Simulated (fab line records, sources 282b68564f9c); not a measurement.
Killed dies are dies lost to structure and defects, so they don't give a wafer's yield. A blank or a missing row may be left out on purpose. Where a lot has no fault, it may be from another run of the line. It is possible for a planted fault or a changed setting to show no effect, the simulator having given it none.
Which tool was responsible?    flow rit cmos    14 lots, 42 wafers sampled, at 5 steps of a route of 202

WHAT THE GAUGES READ, wafer by wafer
RIT_ACTIVE_THK_MEAS_02. Usual: ACTIVE_OXIDE_THK 44.7 nm, standard deviation 0.78.
lot   measured     on             ACTIVE_OXIDE_THK (nm)  flag
L103  day 1 13:30  film metro-01  44.8 44.7 44.6         
L104  day 1 17:59  film metro-01  45.1 44.9 45.2         
L106  day 2 03:22  film metro-01  43.9 42.7 43.5         
L108  day 2 13:03  film metro-02  44.2 43.7 44.2         
L109  day 2 19:16  film metro-04  45.8 45.1 45.2         
L110  day 2 23:51  film metro-02  44.8 44.0 44.6         
L111  day 3 06:45  film metro-04  44.4 44.0 44.1         
L113  day 3 18:22  film metro-04  44.4 44.7 44.1         
L115  day 4 04:59  film metro-04  45.3 45.2 45.9         
L120  day 5 03:22  film metro-01  43.3 43.7 44.3         
L121  day 5 11:26  film metro-01  45.4 46.0 45.8         
L123  day 5 17:00  film metro-01  46.7 45.9 45.8         
L124  day 6 02:39  film metro-02  44.6 43.9 44.2         
L126  day 6 07:40  film metro-01  43.5 43.8 43.8         

RIT_ACTIVE_CD_MEAS_11: the cd target is 1400 nm. Usual: 1400.6 nm for cd nm, sd 2.2.
lot   measured     on         cd nm (nm)            flag
L103  day 1 16:50  cd sem-01  1402.0 1401.3 1402.3  
L104  day 1 21:05  cd sem-02  1399.3 1401.0 1402.2  
L106  day 2 06:29  cd sem-02  1399.4 1397.4 1398.6  
L108  day 2 15:26  cd sem-02  1398.4 1399.8 1400.1  
L109  day 2 22:22  cd sem-01  1402.9 1402.8 1402.0  
L110  day 3 02:16  cd sem-02  1398.8 1396.3 1400.2  
L111  day 3 09:08  cd sem-02  1403.0 1403.0 1402.6  
L113  day 3 20:53  cd sem-02  1405.9 1409.1 1407.2  OFF
L115  day 4 07:22  cd sem-02  1406.3 1408.0 1409.3  OFF
L120  day 5 05:53  cd sem-02  1401.5 1400.8 1401.9  
L121  day 5 14:14  cd sem-02  1399.8 1401.3 1400.4  
L123  day 5 19:23  cd sem-02  1400.7 1400.2 1400.1  
L124  day 6 05:03  cd sem-02  1402.6 1400.9 1399.2  
L126  day 6 12:25  cd sem-02  1398.9 1397.2 1399.2  

RIT_FOX2_THK_MEAS_91. Usual: FIELD_OXIDE_LEFT_2_THK 241 nm, standard deviation 7.
lot   measured     on             FIELD_OXIDE_LEFT_2_THK (nm)  flag
L103  day 2 11:37  film metro-03  251 254 244                  
L104  day 2 15:44  film metro-02  249 249 250                  
L106  day 3 00:19  film metro-03  246 248 247                  
L108  day 3 13:02  film metro-03  251 248 250                  
L109  day 3 20:55  film metro-03  241 236 241                  
L110  day 4 03:25  film metro-03  238 236 241                  
L111  day 4 12:57  film metro-02  237 236 240                  
L113  day 5 03:51  film metro-01  245 244 248                  
L115  day 5 10:52  film metro-01  245 247 242                  
L120  day 6 04:36  film metro-02  236 232 238                  
L121  day 6 19:32  film metro-01  229 221 228                  
L123  day 6 20:02  film metro-03  235 236 235                  
L124  day 7 05:56  film metro-01  244 238 246                  
L126  day 7 09:44  film metro-03  228 231 228                  

WHAT TOOL EACH LOT RAN ON (gives the tool, then ch and the chambers of the sampled wafers, and finally the start)
lot   RIT_ACTIVE_DEVELOP_10             RIT_NWELL_STRIP_09
L103  litho track-03 ch 0, day 1 16:00  plasma asher-03 ch 0,1, day 2 00:29
L104  litho track-04 ch 0, day 1 20:00  plasma asher-01 ch 0,1, day 2 03:50
L106  litho track-03 ch 0, day 2 06:00  plasma asher-04 ch 0,1, day 2 13:04
L108  litho track-02 ch 0, day 2 15:00  plasma asher-01 ch 0,1, day 2 23:36
L109  litho track-02 ch 0, day 2 22:00  plasma asher-03 ch 0,1, day 3 06:35
L110  litho track-04 ch 0, day 3 02:00  plasma asher-03 ch 0,1, day 3 14:14
L111  litho track-03 ch 0, day 3 09:00  plasma asher-03 ch 0,1, day 3 23:02
L113  litho track-04 ch 0, day 3 20:00  plasma asher-01 ch 0,1, day 4 13:37
L115  litho track-04 ch 0, day 4 07:00  plasma asher-03 ch 0,1, day 4 21:46
L120  litho track-03 ch 0, day 5 05:00  plasma asher-04 ch 0,1, day 5 16:06
L121  litho track-02 ch 0, day 5 14:00  plasma asher-03 ch 0,1, day 6 04:45
L123  litho track-03 ch 0, day 5 19:00  plasma asher-01 ch 0,1, day 6 07:14
L124  litho track-03 ch 0, day 6 04:00  plasma asher-04 ch 1, day 6 17:27
L126  litho track-03 ch 0, day 6 12:00  plasma asher-03 ch 0,1, day 6 21:04
- RIT_ACTIVE_DEVELOP_10: develop time 50 s.
- RIT_NWELL_STRIP_09: strips in O2, time 180 s.

WHAT THE TOOLS THEMSELVES READ (means of the sampled wafers that have a number; where no wafer has one, the mark that the record gives instead)
RIT_ACTIVE_DEVELOP_10. Usual: 22.98 C for developer temp C, sd 0.11.
lot   tool            developer temp C (C)  flag
L103  litho track-03  23.02                 
L104  litho track-04  22.96                 
L106  litho track-03  22.83                 
L108  litho track-02  23.04                 
L109  litho track-02  23.02                 
L110  litho track-04  23.02                 
L111  litho track-03  22.98                 
L113  litho track-04  25.17                 OFF
L115  litho track-04  25.18                 OFF
L120  litho track-03  22.96                 
L121  litho track-02  23.10                 
L123  litho track-03  22.93                 
L124  litho track-03  23.01                 
L126  litho track-03  22.97                 

RIT_NWELL_STRIP_09. Usual: drypump motor current A 5.7 A, standard deviation 0.7; o2 flow sccm 3999 sccm, standard deviation 11.
lot   tool             drypump motor current A (A)  o2 flow sccm (sccm)  flag
L103  plasma asher-03  5.9                          3996                 
L104  plasma asher-01  5.4                          3999                 
L106  plasma asher-04  6.7                          3992                 
L108  plasma asher-01  5.4                          3997                 
L109  plasma asher-03  5.9                          3995                 
L110  plasma asher-03  5.4                          4008                 
L111  plasma asher-03  5.4                          4002                 
L113  plasma asher-01  5.4                          4006                 
L115  plasma asher-03  5.4                          4007                 
L120  plasma asher-04  6.7                          4000                 
L121  plasma asher-03  5.4                          3989                 
L123  plasma asher-01  5.4                          4010                 
L124  plasma asher-04  6.6                          3995                 
L126  plasma asher-03  5.4                          3985                 

THE ANSWER, worked out from the rows above alone
Rule: lot off if the mean of its wafers having a number is beyond 3 standard deviations from the usual mean. A lot without any number at a reading at which 4 lots or more have one is off too. Any other lot the step has rows for is counted as sound. Order of review: gauges by route order, followed by the tools' own readings, for which a lot's mean as printed above is used. The first step at which some lot is off is used, and at that step the reading that is off furthest; a lot without a number counts as furthest.
Off, at RIT_ACTIVE_CD_MEAS_11 on cd nm: L113, L115.
If a tool, at a process step before that reading, ran all the lots that are off and no sound lot after the first of them, it fits. The gauges at RIT_ACTIVE_CD_MEAS_11 aren't tried: what is off there is off at RIT_ACTIVE_DEVELOP_10 too, on other tools, and a gauge's error can't cause that. One candidate fits, namely litho track-04 at RIT_ACTIVE_DEVELOP_10. A fault onset in the window from L110 (day 3 02:00, its last sound lot) to L113 (day 3 20:00, its first lot off) fits.
On the lots that are off, the tool's own readings at RIT_ACTIVE_DEVELOP_10 differ by more than 5 times the standard deviation of the sound lots' means, which bears it out; developer temp C reads 25.18 C there versus 22.99 C on the sound lots.

WHAT WAS PUT IN BY THE SIMULATOR
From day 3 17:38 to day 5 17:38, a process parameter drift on litho track-04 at RIT_ACTIVE_DEVELOP_10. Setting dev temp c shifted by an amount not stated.
Shown lots that were struck: L113, L115. The same result came from the rule above.
